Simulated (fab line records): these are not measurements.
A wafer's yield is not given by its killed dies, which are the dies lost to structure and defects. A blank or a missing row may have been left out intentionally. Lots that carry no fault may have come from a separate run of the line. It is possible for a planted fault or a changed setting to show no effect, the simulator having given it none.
fab line records    flow ritCmos
[record] lots = 4  wafers = 12  lastDay = 7
route steps=202 shown SDANNEAL@156 SILICIDE@161 CONTACT@168 M1@184
lots that met no fault: taken from a fault-free run of the same line
startH: start of the lot's first displayed wafer, in hours after the record's first day    waitH: how many hours have passed since the lot's step before this one    " identical to the entry in the row above    L1.1+2: a single row standing in for several wafers    - no value present, or no start provided    * or withheld: withheld    < > ~ a bound
route shown NAME@n: NAME is a module with steps in the file, n the number in the route of the first one    usual: the fault-free wafers' mean and standard deviation    same: alike in all rows    chamber/n: place in a boat    sites: per-site readings    _std_site: standard deviation across them    _edge_site: outer sites' mean less inner sites'    radiusMm: for every site, how far away it sits from the centre of the wafer    mask NAME#n: copy n    behind: the last tool/chamber to shape the wafer    hold: cause of the lot's hold/its duration in hours/its outcome    device: the n, p or np transistor that did not switch    end of line: the tests these same wafers got at the end of their route    for a step that has no rows: nothing shown but its recipe    killed: at the first sort, the dies lost to defects and structure; wafer yield is something else    map: the dies of a wafer, with x for killed, . for not killed, _ for no die there
set.NAME: the setting that was run; set.NAME@STEP: the one run at that earlier step    model.NAME: the simulator's own value behind a step, which no gauge read
lots at selected steps of the route; one table per step, one row per wafer
services: when a tool's chamber went out of use (startH, in hours from the record's first day, below 0 if earlier), for how many hours, and the reason
[[steps]]
[step RIT_SDANNEAL_RTA_03]
[recipe] tempC = 1050  timeS = 5  idleTempC = 600  rampUpCPerS = 342  rampDownCPerS = 171  coolToC = 600  ambient = N2
[step RIT_SILICIDE_WET_ETCH_00]
[recipe] chemistry = BOE  target = SiO2  targetDepthNm = 14  timeS = 15  dry = n2Spin  dilution = 10:1  tempC = 21.5
[step RIT_SILICIDE_SPUTTER_01]
[recipe] material = Ti  targetThkNm = 30  powerW = 350  chamberPressurePa = 0.667  gas = Ar  timeS = 240  substrateTempC = 25
[step RIT_SILICIDE_RTA_04]
[recipe] tempC = 650  timeS = 10  idleTempC = 25  rampUpS = 5  rampDownS = 5  coolToC = 25  ambient = N2
[step RIT_SILICIDE_WET_ETCH_05]
[recipe] chemistry = SPM  target = Ti  tempC = 90  timeS = 120  dry = n2Spin
[step RIT_SILICIDE_RTA_06]
[recipe] tempC = 750  timeS = 10  idleTempC = 25  rampUpS = 5  rampDownS = 10  coolToC = 25  ambient = N2
[step RIT_CONTACT_CVD_00]
[recipe] material = SiO2  targetThkNm = 400  precursor = TEOS  tempC = 390  timeS = 61  rfW = 400
[usual] heaterPowerW = 321/43  rfFwdPowerW = 396.5/1.3
lot.wafer  tool      chamber  startH  waitH  heaterPowerW  rfFwdPowerW  model.SiO2_of_CONTACT_CVD_00.thkNm
L543.2     pecvd-04  0        70.76   0.0    310           397.9        396.9
L543.3     "         2        "       "      289           394.8        396.8
L543.5     "         2        "       "      310           396.2        404
L552.1     pecvd-04  1        115.39  0.1    264           396.0        302.1
L552.4     "         0        "       "      239           396.4        404.3
L552.5     "         2        "       "      347           395.7        401.9
L555.1     pecvd-04  2        130.55  0.1    375           395.6        393.2
L555.2     "         1        "       "      320           395.2        295.8
L555.5     "         1        "       "      345           394.4        296.7
L562.4     pecvd-03  2        164.59  0.0    411           397.8        396.8
L562.5     "         1        "       "      383           398.8        399.8
L562.6     "         0        "       "      269           396.3        399.1
[step RIT_CONTACT_THK_MEAS_01]
[recipe] reads = SiO2_of_CONTACT_CVD_00
[usual] CONTACT_TEOS_THK = 398/5.2
lot.wafer  tool          chamber  startH  waitH  CONTACT_TEOS_THK[nm]
L543.2     filmMetro-03  -        70.82   0.0    396
L543.3     "             -        "       "      397
L543.5     "             -        "       "      404
L552.1     filmMetro-02  -        115.44  0.0    302
L552.4     "             -        "       "      404
L552.5     "             -        "       "      402
L555.1     filmMetro-02  -        130.62  0.1    393
L555.2     "             -        "       "      296
L555.5     "             -        "       "      297
L562.4     filmMetro-02  -        164.65  0.0    397
L562.5     "             -        "       "      400
L562.6     "             -        "       "      399
[step RIT_CONTACT_HMDS_02]
[recipe] primeTimeS = 60  primeTempC = 140
[step RIT_CONTACT_COAT_03]
[recipe] resist = NOVOLAK  spinRpm = 3250  resistThkNm = 1000
[step RIT_CONTACT_SOFTBAKE_04]
[recipe] resist = NOVOLAK  tempC = 90  timeS = 60
[step RIT_CONTACT_EXPOSE_05]
[recipe] maskId = M11  na = 0.6  sourceShape = conventional  sigmaOuter = 0.5  targetCdNm = 1000  doseMj = 250
[step RIT_CONTACT_PEB_06]
[recipe] resist = NOVOLAK  tempC = withheld  timeS = withheld
[step RIT_CONTACT_DEVELOP_07]
[recipe] resist = NOVOLAK  developTimeS = 120  devTempC = 23
[step RIT_CONTACT_HARDBAKE_10]
[recipe] resist = NOVOLAK  tempC = 140  timeS = 60
[step RIT_CONTACT_ETCH_11]
[recipe] targetDepthA = 4800  overEtchFrac = 0.2  stopOn = TiSi2  chemistry = CHF3/CF4/Ar  target = SiO2  CHF3_flow_sccm = 50  cf4FlowSccm = 10  Ar_flow_sccm = 100  O2_flow_sccm = 5  pressureMtorr = 100  rfW = 200  timeS = 320
[usual] O2_flow_sccm = 4.999/0.016  drypumpMotorCurrentA = 5.9/0.45  mfcArSccm = 100.0/0.32  oesProductAu = 0.985/0.016  rfFwdPowerW = 199.5/0.58  throttleValvePct = 8.82/0.1
lot.wafer  tool        chamber  startH  waitH  O2_flow_sccm  drypumpMotorCurrentA  mfcArSccm  oesProductAu  rfFwdPowerW  rfHoursCounterH  throttleValvePct  model.etch.depthNm  model.CONTACT.featureDepthNm
L543.2     rieDiel-03  3        72.31   0.1    4.997         6.2                   99.9       0.963         199.7        138              9.01              396.9               396.9
L543.3     "           1        "       "      4.998         6.3                   99.5       0.979         199.5        3                8.79              396.8               396.8
L543.5     "           1        "       "      4.993         6.3                   99.7       0.986         198.8        -                8.81              404                 404
L552.1     rieDiel-01  1        117.01  0.1    4.996         5.7                   100.1      0.993         200.0        6                8.80              302.1               302.1
L552.4     "           2        "       "      4.985         5.5                   99.6       1.004         199.6        8                8.76              404.3               404.3
L552.5     "           3        "       "      5.015         5.1                   100.2      0.961         199.5        -                8.92              401.9               401.9
L555.1     rieDiel-03  1        132.15  0.1    5.015         6.4                   100.1      0.989         198.9        4                8.80              393.2               393.2
L555.2     "           0        "       "      4.967         6.1                   99.9       0.945         198.5        13               8.90              295.8               295.8
L555.5     "           1        "       "      4.998         6.4                   100.2      0.972         198.8        -                8.81              296.7               296.7
L562.4     rieDiel-01  2        165.95  0.1    4.978         5.5                   100.6      1.002         199.3        9                8.77              396.8               396.8
L562.5     "           0        "       "      5.016         5.9                   100.4      0.994         200.3        -                8.64              399.8               399.8
L562.6     "           3        "       "      4.998         5.1                   99.4       0.954         198.9        -                8.92              399.1               399.1
[step RIT_CONTACT_STRIP_12]
[recipe] chemistry = O2  timeS = 180  resist = NOVOLAK  platenTempC = withheld  powerW = 500  pressureMtorr = 4000  o2FlowSccm = 4000
[step RIT_CONTACT_CLEAN_13]
[recipe] chemistry = SC1  mix = 3:3:50  timeS = 600  tempC = 75
[step RIT_CONTACT_CLEAN_14]
[recipe] chemistry = SC2  mix = 3:3:50  timeS = 600  tempC = 75  dry = n2Spin
[step RIT_M1_SPUTTER_00]
[recipe] material = Al  targetThkNm = 400  powerW = 2000  chamberPressurePa = 0.4  gas = Ar  timeS = 500  substrateTempC = 25
[step RIT_M1_HMDS_03]
[recipe] primeTimeS = 60  primeTempC = 140
[step RIT_M1_COAT_04]
[recipe] resist = NOVOLAK  spinRpm = 2000  resistThkNm = 1300
[step RIT_M1_SOFTBAKE_05]
[recipe] resist = NOVOLAK  tempC = 90  timeS = 60
[step RIT_M1_EXPOSE_06]
[recipe] maskId = M12  na = 0.6  sourceShape = conventional  sigmaOuter = 0.5  targetCdNm = 2600  doseMj = 250
[step RIT_M1_PEB_07]
[recipe] resist = NOVOLAK  tempC = withheld  timeS = withheld
[step RIT_M1_DEVELOP_08]
[recipe] resist = NOVOLAK  developTimeS = 68  devTempC = 23
[step RIT_M1_HARDBAKE_11]
[recipe] resist = NOVOLAK  tempC = 140  timeS = 120
[step RIT_M1_METAL_ETCH_12]
[recipe] stopOn = SiO2  chemistry = Cl2/BCl3  target = Al  timeS = 165  overEtchFrac = 0.5  pressureMtorr = 100  targetDepthA = 6000  rfW = 250  Cl2_flow_sccm = 60  bcl3FlowSccm = 50
[usual] drypumpMotorCurrentA = 5.9/0.35  oesProductAu = 0.778/0.0075  rfFwdPowerW = 249.2/0.77  throttleValvePct = 8.33/0.1
lot.wafer  tool         chamber  startH  waitH  drypumpMotorCurrentA  oesProductAu  rfFwdPowerW  rfHoursCounterH  throttleValvePct  model.SiO2_of_CONTACT_CVD_00.thkNm
L543.2     rieMetal-04  1        74.96   0.2    6.3                   0.785         248.1        4                8.36              360.2
L543.3     "            0        "       "      5.2                   0.773         249.2        -                8.35              360.6
L543.5     "            0        "       "      5.2                   0.774         249.3        -                8.36              367.8
L552.1     rieMetal-04  0        119.61  0.2    5.2                   0.768         250.8        4                8.32              265.5
L552.4     "            1        "       "      6.3                   0.785         249.0        -                8.36              367.5
L552.5     "            1        "       "      6.3                   0.780         249.4        -                8.37              364.8
L555.1     rieMetal-03  1        134.89  0.2    6.3                   0.781         248.0        33               8.21              357
L555.2     "            0        "       "      5.7                   0.778         248.7        39               8.20              259.4
L555.5     "            0        "       "      5.7                   0.784         249.8        -                8.20              259.7
L562.4     rieMetal-02  1        168.73  0.1    6.0                   0.777         248.3        -                8.30              360.4
L562.5     "            1        "       "      6.0                   0.785         248.8        -                8.30              363.4
L562.6     "            0        "       "      5.7                   0.790         250.1        -                8.50              361.6
[step RIT_M1_STRIP_13]
[recipe] chemistry = nmp  resist = NOVOLAK  tempC = 80  timeS = 600  dry = n2Spin
[step RIT_M1_PROBE_99]
[usual] killed_at_M0_to_M3 = 0.0/0.14  killedAtContacts = 0.1/0.36  killedAtFrontEnd = 7/3.4  killedDies = 7/3.4  killedOpen = 3.3/2  killedShort = 3.8/2.4
[same] grossDies = 264  killed_at_M4_up = 0  killedAtBackSide = 0  killedAtOther = 0
lot.wafer  tool       chamber  startH  waitH  killed_at_M0_to_M3  killedAtContacts  killedAtFrontEnd  killedDies  killedOpen  killedShort  model.etest.fieldPMetal.vtV  model.etest.nmos_0p15.junctionLog10AUm  model.etest.nmosNarrow.offLog10AUm  model.etest.gateEndArray.leakLog10AUm  model.etest.nmos_0p3.offLog10AUm  model.etest.pmos_0p15.junctionLog10AUm  model.etest.contactDiodeArray.leakLog10A  model.etest.antennaContact.vtShiftV
L543.2     prober-02  -        77.28   0.1    0                   2                 1                 3           0           1            -29.27                       -13.53                                  -13.17                              -12.88                                 -13.08                            -13.73                                  -9.496                                    -0.008057
L543.3     prober-02  -        77.33   0.2    0                   0                 9                 9           4           5            -29.43                       -13.4                                   -13.31                              -12.92                                 -13.04                            -13.85                                  -9.35                                     -0.01062
L543.5     prober-02  -        77.43   0.2    0                   1                 6                 7           3           3            -29.39                       -13.47                                  -13.19                              -12.9                                  -13.1                             -13.74                                  -9.434                                    -0.01062
L552.1     prober-01  -        121.86  0.1    0                   0                 2                 2           2           0            -23.25                       -12.72                                  -12.66                              -12.39                                 -12.63                            -13.51                                  -9.137                                    -0.0191
L552.4     prober-01  -        122.01  0.2    0                   1                 8                 9           3           6            -28.4                        -13.5                                   -13.33                              -13.12                                 -13.2                             -13.88                                  -9.482                                    -0.008188
L552.5     prober-01  -        122.06  0.2    0                   0                 13                13          5           8            -28.55                       -13.46                                  -13.25                              -12.94                                 -13.16                            -13.73                                  -9.39                                     -0.01416
L555.1     prober-02  -        137.14  0.1    0                   0                 5                 5           2           3            -28.45                       -13.55                                  -13.18                              -12.75                                 -12.87                            -13.73                                  -9.357                                    -0.01095
L555.2     prober-02  -        137.19  0.1    1                   0                 7                 8           4           3            -23.76                       -12.59                                  -12.53                              -12.37                                 -12.49                            -13.42                                  -9.185                                    -0.02485
L555.5     prober-02  -        137.34  0.2    0                   0                 7                 7           7           0            -24.02                       -12.44                                  -12.43                              -12.18                                 -12.35                            -13.29                                  -8.894                                    -0.02475
L562.4     prober-01  -        171.11  0.2    0                   0                 8                 8           2           6            -28.7                        -13.52                                  -13.18                              -12.62                                 -12.74                            -13.82                                  -9.206                                    -0.007903
L562.5     prober-01  -        171.16  0.2    0                   0                 8                 8           7           1            -29.08                       -13.35                                  -13                                 -12.74                                 -12.83                            -13.81                                  -9.192                                    -0.0108
L562.6     prober-01  -        171.21  0.2    0                   0                 9                 9           3           5            -29.03                       -13.48                                  -13.05                              -12.74                                 -12.92                            -13.83                                  -9.412                                    -0.01091
// killed by level:class
L543.2 CONTACT:coatMicrobubblePrinted=2 GATE:geometricParticle:short=1
L543.3 GATE:geometricParticle:short=2 SILICIDE:geometricParticle:open=2 FOX1:geometricParticle:short=1 GATE:geometricParticle:open=1 REOX:geometricParticle:short=1 SPACER:geometricParticle:open=1 SPACER:geometricParticle:short=1
L543.5 GATE:geometricParticle:short=2 GATE:geometricParticle:open=1 REOX:geometricParticle:open=1 SPACER:geometricParticle:short=1 SILICIDE:geometricParticle:open=1 CONTACT:coatMicrobubblePrinted=1
L552.1 GATE:geometricParticle:open=1 SPACER:geometricParticle:open=1
L552.4 SILICIDE:geometricParticle:short=3 GATE:geometricParticle:open=2 FOX1:geometricParticle:open=1 GATE:geometricParticle:short=1 REOX:geometricParticle:short=1 CONTACT:geometricParticle:short=1
L552.5 GATE:geometricParticle:short=2 SPACER:geometricParticle:open=2 SILICIDE:geometricParticle:short=2 FOX1:geometricParticle:short=1 FOX2:geometricParticle:open=1 FOX2:geometricParticle:short=1 GATE:geometricParticle:open=1 REOX:geometricParticle:short=1
L555.1 GATE:geometricParticle:open=2 GATE:geometricParticle:short=1 SPACER:geometricParticle:short=1 SILICIDE:geometricParticle:short=1
L555.2 SPACER:geometricParticle:open=2 SPACER:geometricParticle:short=2 FOX1:geometricParticle:short=1 GATE:geometricParticle:open=1 REOX:geometricParticle:open=1 M1:coatMicrobubblePrinted=1
L555.5 GATE:geometricParticle:open=4 SILICIDE:geometricParticle:open=2 REOX:geometricParticle:open=1
L562.4 SILICIDE:geometricParticle:short=3 FOX1:geometricParticle:short=1 FOX1:geometricParticle:open=1 FOX2:geometricParticle:short=1 GATE:geometricParticle:short=1 SPACER:geometricParticle:open=1
L562.5 FOX1:geometricParticle:open=3 SPACER:geometricParticle:open=3 GATE:geometricParticle:open=1 SILICIDE:geometricParticle:short=1
L562.6 FOX1:geometricParticle:short=2 GATE:geometricParticle:open=2 SPACER:geometricParticle:short=2 GATE:geometricParticle:short=1 SILICIDE:geometricParticle:open=1 ACTIVE:coatMicrobubblePrinted=1
[[services]]
tool         chamber  startH  hours  kind
pecvd-04     -        54.49   0.5    repair
rieDiel-03   3        55.28   1.9    repair
rieDiel-01   2        57.08   3.8    repair
rieDiel-03   2        70.65   23.3   repair
pecvd-04     0        120.28  13.7   repair
rieMetal-04  -        132.13  15.6   pm
rieMetal-03  -        136.12  20.0   pm
rieMetal-03  0        136.12  20.0   ventCycle
rieMetal-03  1        136.12  20.0   ventCycle
rieMetal-03  0        144.06  9.5    repair
rieDiel-01   -        146.37  2.8    pm
rieDiel-03   2        152.15  4.2    repair
rieMetal-03  0        156.12  -      clean
rieMetal-03  1        156.12  -      clean
[[key]]
[firstSign] step = RIT_CONTACT_THK_MEAS_01  reading = CONTACT_TEOS_THK  direction = down  sigmas = 19  usual = 398  struck = 298
effect none on later readings
[modelEffect] step = RIT_CONTACT_CVD_00  value = SiO2_of_CONTACT_CVD_00.thkNm  without = 393.9  struck = 298.2
[modelEffect] step = RIT_CONTACT_ETCH_11  value = etch.depthNm  without = 393.9  struck = 298.2
[modelEffect] step = RIT_M1_METAL_ETCH_12  value = SiO2_of_CONTACT_CVD_00.thkNm  without = 357.2  struck = 261.5
[modelEffect] step = RIT_M1_PROBE_99  value = etest.fieldPMetal.vtV  without = -28.35  struck = -23.68
metAt RIT_CONTACT_CVD_00
struckWafers L552.1,L555.2,L555.5
testerLeftOut L552,L555
[fault] kind = processParameterDrift  tool = pecvd-04  chamber = 1  onsetH = 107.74  steps = RIT_CONTACT_CVD_00  channel = targetThkNm  offset = -96.086  shape = step  endH = 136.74  stated = 400
// testerLeftOut: of these lots the tester's yield and bins aren't shown, on N5 and GAA mostly nor the transistor test; their killed dies are dies lost to structure and defects alone, not to doping, threshold or leakage, so they don't give the yield
